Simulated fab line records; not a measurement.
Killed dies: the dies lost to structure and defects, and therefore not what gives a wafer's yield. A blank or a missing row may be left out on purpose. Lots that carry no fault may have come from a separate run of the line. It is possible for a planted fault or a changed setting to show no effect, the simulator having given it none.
Which tool is to blame? + flow berkeley-cmos170 + Sampling: 14 lots, 42 wafers, 5 of 331 route steps

WHAT THE GAUGES SHOWED, per wafer
UCB170_NWELL_TW_MEAS_16. Usual: NWELL_TW typically reads 1247, with standard deviation 8.
| lot  | measured    | on            | NWELL_TW       | flag |
|------|-------------|---------------|----------------|------|
| L441 | day 2 14:25 | film-metro-02 | 1246 1248 1248 |      |
| L442 | day 2 20:04 | film-metro-03 | 1243 1243 1236 |      |
| L444 | day 3 05:08 | film-metro-01 | 1250 1251 1250 |      |
| L443 | day 3 05:24 | film-metro-01 | 1260 1252 1254 |      |
| L446 | day 3 10:30 | film-metro-01 | 1243 1251 1246 |      |
| L448 | day 4 00:14 | film-metro-01 | 1256 1258 1253 |      |
| L451 | day 4 13:52 | film-metro-02 | 1245 1246 1241 |      |
| L453 | day 4 20:51 | film-metro-03 | 1241 1244 1244 |      |
| L452 | day 4 21:05 | film-metro-01 | 1247 1251 1255 |      |
| L456 | day 5 16:20 | film-metro-03 | 1234 1234 1233 |      |
| L459 | day 6 12:11 | film-metro-02 | 1249 1250 1251 |      |
| L460 | day 6 19:44 | film-metro-01 | 1254 1243 1256 |      |
| L462 | day 7 10:14 | film-metro-01 | 1251 1254 1253 |      |
| L463 | day 7 10:29 | film-metro-01 | 1247 1254 1248 |      |

UCB170_ACTIVE_CD_MEAS_90: the cd target is 1200 nm. Usual: cd-nm 1200.3 nm, standard deviation 1.4.
| lot  | measured    | on        | cd-nm (nm)           | flag |
|------|-------------|-----------|----------------------|------|
| L441 | day 4 20:00 | cd-sem-02 | 1200.1 1201.7 1200.3 |      |
| L442 | day 5 02:40 | cd-sem-01 | 1199.6 1199.8 1201.0 |      |
| L444 | day 5 12:22 | cd-sem-02 | 1200.4 1200.9 1200.0 |      |
| L443 | day 5 12:36 | cd-sem-02 | 1198.9 1200.4 1199.9 |      |
| L446 | day 5 20:03 | cd-sem-02 | 1203.2 1201.9 1201.5 |      |
| L448 | day 6 04:37 | cd-sem-01 | 1198.5 1198.9 1199.6 |      |
| L451 | day 7 03:45 | cd-sem-01 | 1199.1 1201.4 1199.4 |      |
| L453 | day 7 15:41 | cd-sem-01 | 1200.8 1198.0 1198.6 |      |
| L452 | day 7 15:30 | cd-sem-02 | 1202.3 1200.8 1200.4 |      |
| L456 | day 7 23:39 | cd-sem-01 | 1200.2 1200.6 1200.9 |      |
| L459 | day 8 23:32 | cd-sem-01 | 1199.4 1199.4 1200.3 |      |
| L460 | day 9 09:24 | cd-sem-01 | 1202.1 1201.7 1201.2 |      |
| L462 | day 9 20:08 | cd-sem-02 | 1198.7 1199.3 1199.7 |      |
| L463 | day 9 20:28 | cd-sem-02 | 1200.3 1201.1 1199.7 |      |

UCB170_PFIELD_OVL_MEAS_06. Usual: PFIELD_OVL typically reads 1 nm, with standard deviation 5.8.
| lot  | measured    | on         | PFIELD_OVL (nm) | flag |
|------|-------------|------------|-----------------|------|
| L441 | day 4 21:34 | overlay-01 | -3 -6 2         |      |
| L442 | day 5 03:51 | overlay-01 | 1 -3 -3         |      |
| L444 | day 5 15:15 | overlay-02 | -1 3 2          |      |
| L443 | day 5 15:32 | overlay-02 | -1 -3 -8        |      |
| L446 | day 5 22:25 | overlay-02 | -1 6 9          |      |
| L448 | day 6 05:52 | overlay-02 | -8 -2 -4        |      |
| L451 | day 7 06:02 | overlay-01 | 2 -2 -6         |      |
| L453 | day 7 20:55 | overlay-01 | - - -           | OFF  |
| L452 | day 7 20:39 | overlay-02 | - - -           | OFF  |
| L456 | day 8 02:13 | overlay-01 | 18 10 9         |      |
| L459 | day 9 04:06 | overlay-01 | 0 7 4           |      |
| L460 | day 9 12:29 | overlay-01 | 6 5 1           |      |
| L462 | day 9 21:46 | overlay-02 | 3 -4 3          |      |
| L463 | day 9 22:07 | overlay-02 | -7 -2 -1        |      |

UCB170_FIELD_THK_MEAS_90. Usual: FIELD_OXIDE_LEFT_1_THK typically reads 440 nm, with standard deviation 11.
| lot  | measured     | on            | FIELD_OXIDE_LEFT_1_THK (nm) | flag |
|------|--------------|---------------|-----------------------------|------|
| L441 | day 5 20:39  | film-metro-01 | 446 444 438                 |      |
| L442 | day 5 21:44  | film-metro-01 | 455 457 463                 |      |
| L444 | day 6 07:44  | film-metro-01 | 438 436 434                 |      |
| L443 | day 6 07:44  | film-metro-02 | 446 444 444                 |      |
| L446 | day 6 18:32  | film-metro-02 | 417 421 409                 |      |
| L448 | day 7 04:58  | film-metro-01 | 442 456 447                 |      |
| L451 | day 8 01:31  | film-metro-04 | 430 438 438                 |      |
| L453 | day 8 14:02  | film-metro-01 | 423 428 429                 |      |
| L452 | day 8 14:02  | film-metro-02 | 446 438 437                 |      |
| L456 | day 8 14:02  | film-metro-04 | 434 429 441                 |      |
| L459 | day 9 18:44  | film-metro-02 | 456 446 453                 |      |
| L460 | day 10 06:24 | film-metro-02 | 444 447 441                 |      |
| L462 | day 10 13:43 | film-metro-01 | 450 441 446                 |      |
| L463 | day 10 13:45 | film-metro-02 | 437 435 440                 |      |

WHICH TOOL RAN EACH LOT (tool, then ch and the chambers of the sampled wafers, then the start)
| lot  | UCB170_PFIELD_COAT_01            |
|------|----------------------------------|
| L441 | litho-track-01 ch 0, day 4 20:31 |
| L442 | litho-track-04 ch 0, day 5 03:10 |
| L444 | litho-track-04 ch 0, day 5 14:11 |
| L443 | litho-track-01 ch 0, day 5 14:14 |
| L446 | litho-track-04 ch 0, day 5 21:28 |
| L448 | litho-track-01 ch 0, day 6 05:04 |
| L451 | litho-track-01 ch 0, day 7 05:11 |
| L453 | litho-track-01, day 7 19:59      |
| L452 | litho-track-04, day 7 19:58      |
| L456 | litho-track-04 ch 0, day 8 00:59 |
| L459 | litho-track-04 ch 0, day 9 03:24 |
| L460 | litho-track-04 ch 0, day 9 10:44 |
| L462 | litho-track-01 ch 0, day 9 20:48 |
| L463 | litho-track-04 ch 0, day 9 21:22 |
- UCB170_PFIELD_COAT_01: resist thk 900 nm.

AS READ BY THE TOOLS THEMSELVES (means over the sampled wafers that have a number; for cases with no such wafer, the mark the record gives instead)
UCB170_PFIELD_COAT_01. Usual: chill-plate-temp-C 22.99 C, standard deviation 0.11; dispense-pressure-kPa 48.0 kPa, standard deviation 1.6.
| lot  | tool           | chill-plate-temp-C (C) | dispense-pressure-kPa (kPa) | flag |
|------|----------------|------------------------|-----------------------------|------|
| L441 | litho-track-01 | 22.99                  | 49.3                        |      |
| L442 | litho-track-04 | 23.01                  | 48.4                        |      |
| L444 | litho-track-04 | 23.06                  | 48.4                        |      |
| L443 | litho-track-01 | 23.05                  | 49.3                        |      |
| L446 | litho-track-04 | 22.90                  | 48.4                        |      |
| L448 | litho-track-01 | 23.11                  | 49.3                        |      |
| L451 | litho-track-01 | 23.05                  | 49.3                        |      |
| L453 | litho-track-01 | -                      | -                           | OFF  |
| L452 | litho-track-04 | -                      | -                           | OFF  |
| L456 | litho-track-04 | 22.99                  | 48.4                        |      |
| L459 | litho-track-04 | 22.97                  | 48.4                        |      |
| L460 | litho-track-04 | 22.95                  | 48.4                        |      |
| L462 | litho-track-01 | 23.09                  | 49.2                        |      |
| L463 | litho-track-04 | 22.95                  | 48.4                        |      |

THE ANSWER, worked out from the rows above alone
Rule: a lot is off if the mean of its wafers that have a number lies more than 3 standard deviations from the usual mean. A lot without any number at a reading at which 4 lots or more have one is off too. Any other lot the step has rows for is counted as sound. First the gauges in route order, then the tools' own readings, where a lot's mean is used as printed above. The first step at which some lot is off is used, and at that step the reading that is off furthest; a lot without a number counts as furthest.
Off: L453, L452, at UCB170_PFIELD_OVL_MEAS_06 (PFIELD_OVL). Without a number there: L453, L452.
If a tool, at a process step before that reading, ran all the lots that are off and no sound lot after the first of them, it fits. The gauges at UCB170_PFIELD_OVL_MEAS_06 aren't tried: what is off there is off at UCB170_PFIELD_COAT_01 too, on other tools, and a gauge's error can't cause that. No candidate that was tried fits.

WHAT HAD BEEN PUT IN BY THE SIMULATOR
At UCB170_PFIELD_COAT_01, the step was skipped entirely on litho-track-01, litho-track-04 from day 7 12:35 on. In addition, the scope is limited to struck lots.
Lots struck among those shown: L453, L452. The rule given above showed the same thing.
